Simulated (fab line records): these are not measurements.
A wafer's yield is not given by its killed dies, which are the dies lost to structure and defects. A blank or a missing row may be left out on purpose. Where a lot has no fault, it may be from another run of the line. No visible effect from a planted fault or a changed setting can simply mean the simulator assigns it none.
Split-lot trial -- flow berkeley_cmos170 -- route with 331 steps; 5 lots, 23 wafers read

## ON THE SPLIT
At UCB170_PVT_IMPLANT_07, the setting energy_kev was moved away from the recipe's 30 on 8 of the 23 wafers read, by -2.6% to +5.0%. All remaining wafers had this setting at the recipe value.

The reading is taken at the split's own step.

## THE READING
implant.drp_nm (the simulator's own value, which no gauge read), in nm, at UCB170_PVT_IMPLANT_07. The file gives no usual value for it.

wafer,"tool, chamber at the split",energy_kev as run,against the recipe,"implant.drp_nm, nm",against lot-mates on the recipe
L077.2,"implanter-03, 0",30,recipe,16.56,-
L077.5,"implanter-03, 0",30,recipe,16.56,-
L077.3,"implanter-03, 0",31.49,+5.0%,17.25,+0.69
L077.4,"implanter-03, 0",31.49,+5.0%,17.25,+0.69
L077.6,"implanter-03, 0",31.49,+5.0%,17.25,+0.69
L076.1,"implanter-01, 0",31.31,+4.4%,17.17,+0.61
L076.2,"implanter-01, 0",31.31,+4.4%,17.17,+0.61
L076.5,"implanter-01, 0",31.31,+4.4%,17.17,+0.61
L076.3,"implanter-01, 0",30,recipe,16.56,-
L076.4,"implanter-01, 0",30,recipe,16.56,-
L078.2,"implanter-02, 0",30,recipe,16.56,-
L078.3,"implanter-02, 0",30,recipe,16.56,-
L078.4,"implanter-02, 0",30,recipe,16.56,-
L078.5,"implanter-02, 0",30,recipe,16.56,-
L078.6,"implanter-02, 0",30,recipe,16.56,-
L080.1,"implanter-03, 0",30,recipe,16.56,-
L080.2,"implanter-03, 0",30,recipe,16.56,-
L080.3,"implanter-03, 0",30,recipe,16.56,-
L080.4,"implanter-03, 0",29.22,-2.6%,16.3,-0.26
L080.6,"implanter-03, 0",29.22,-2.6%,16.3,-0.26
L081.2,"implanter-03, 0",30,recipe,16.56,-
L081.3,"implanter-03, 0",30,recipe,16.56,-
L081.6,"implanter-03, 0",30,recipe,16.56,-

FIT RESULTS
A straight line over all 23 wafers: implant.drp_nm changes by +0.133 nm for each +1% of energy_kev; r = +1.00; the points scatter about the line by 0.026 nm.
The same after taking each lot's own level away (the mean of its wafers on the recipe; 23 wafers): +0.133 nm for each +1%; r = +1.00; scatter 0.026 nm.
That fit puts the effect of the largest move of energy_kev on the reading at 0.66 nm.
The lots' own levels span 16.560 to 16.560 nm.
The two slopes agree, so the slope changes little with the lot-to-lot level.
Check: +0.674 nm against its lot-mates is what the line predicts for one of the wafers moved furthest among these (+5.0%) when that wafer is left out of the fit. It came out at +0.69 nm against them.

## THESE WAFERS: OTHER SPLITS
Other splits were also applied to these wafers ahead of the reading. Each is held against what the fit with the lots' levels taken away leaves over:
other split on the same wafers,wafers away from the commonest value,r with implant.drp_nm (lot level and that fit taken away)
UCB170_START_OXIDATION_02 temp_c,18,-0.40
UCB170_NWELL_CVD_04 time_s,15,-0.12
UCB170_NWELL_IMPLANT_14 energy_kev,8,+0.05
UCB170_ACTIVE_PEB_11 peb_temp_c,7,-0.11
UCB170_SACOX_OXIDATION_01 temp_c,10,+0.15
UCB170_NVT_IMPLANT_07 energy_kev,11,+0.06

## THE WHOLE CHAIN: every reading that the file lists as answering this split, in the file's order
step,what it does,reading,change (the file's fit),r (the file's)
UCB170_PVT_IMPLANT_07,,"implant.rp_nm (the simulator's own value, which no gauge read)",+0.341 nm for each +1% of the setting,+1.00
UCB170_PVT_IMPLANT_07,,"implant.drp_nm (the simulator's own value, which no gauge read)",+0.134 nm for each +1% of the setting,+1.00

## THE FILE'S OWN FIT
implant.drp_nm changes by +0.134 nm for each +1% of energy_kev, r = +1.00.
